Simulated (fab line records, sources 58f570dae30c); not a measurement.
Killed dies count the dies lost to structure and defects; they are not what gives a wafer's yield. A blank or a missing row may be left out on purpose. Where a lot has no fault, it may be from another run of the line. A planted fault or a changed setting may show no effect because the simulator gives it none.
2 desks, one fault + flow berkeley-cmos170 + every desk sees just its own numbers, and what lay behind them comes last

== AT THE METROLOGY DESK ==
What the gauges read, lot by lot, whatever tool the lot ran on: means of the sampled wafers that have a number. If a lot's mean is further than 4 standard deviations from the usual mean, the lot is out of limits and carries the mark OUT (the distance appears in the brackets).
Columns: A = GATE_OXIDE_THK at UCB170_GATE_THK_MEAS_02, usual 6.62 nm; B = GATE_POLY_THK at UCB170_GATE_THK_MEAS_05, usual 213.4 nm; C = cd-nm at UCB170_GATE_CD_MEAS_12, usual 349.6 nm; D = GATE_OVL at UCB170_GATE_OVL_MEAS_13, usual 2 nm
| lot  | first seen here | A    | B     | C     | D  |
|------|-----------------|------|-------|-------|----|
| L527 | day 5 11:12     | 6.42 | 208.7 | 348.8 | -3 |
| L531 | day 6 08:05     | 6.49 | 212.5 | 351.1 | -4 |
| L532 | day 6 19:20     | 6.54 | 213.4 | 350.0 | 9  |
| L536 | day 7 10:56     | 6.73 | 212.9 | 348.2 | -7 |
| L544 | day 9 08:53     | 6.64 | 213.9 | 350.3 | 6  |
| L546 | day 10 10:35    | 6.68 | 214.0 | 349.8 | 7  |
Result from this desk: across the 6 lots, nothing is out of limits.

== TOOL OWNER'S DESK, rie-diel-01 ==
The tool's own readings at UCB170_GATE_ETCH_14 (etches BARC in N2/H2): means of the sampled wafers that have a number, for each lot that ran on this tool. If a lot's mean is further than 4 standard deviations from the usual mean, the lot is out of limits and carries the mark OUT (the distance appears in the brackets).
Columns: A = drypump-motor-current-A at UCB170_GATE_ETCH_14, usual 5.7 A; B = oes-product-au at UCB170_GATE_ETCH_14, usual 0.999 a.u.; C = throttle-valve-pct at UCB170_GATE_ETCH_14, usual 13.25 %
| lot  | first seen here | A   | B               | C     |
|------|-----------------|-----|-----------------|-------|
| L527 | day 5 17:11     | 5.7 | 1.012           | 13.39 |
| L544 | day 9 17:47     | 6.1 | 1.234 (+14) OUT | 13.25 |
| L546 | day 10 20:37    | 5.5 | 1.258 (+15) OUT | 13.23 |
This desk's verdict: out of limits on L544, L546, starting with L544 at day 9 17:47 (oes-product-au at UCB170_GATE_ETCH_14). Within limits: L527.

== BROUGHT TOGETHER ==
The tool owner's desk had the chance to raise an alarm at day 9 17:47 on L544, L546.
Metrology desk: nothing out of limits seen.
The metrology desk holds a record of L544, L546, inside its limits.
UCB170_GATE_ETCH_14 was run on rie-diel-01 by each of the lots named.

== WHAT THE SIMULATOR PUT IN ==
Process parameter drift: rie-diel-01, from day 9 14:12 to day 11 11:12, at UCB170_GATE_ETCH_14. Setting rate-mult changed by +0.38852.
Struck lots among those shown: L544, L546.
Time in hours from fault onset to the first out-of-limits reading at each desk: the tool owner's desk, 4.
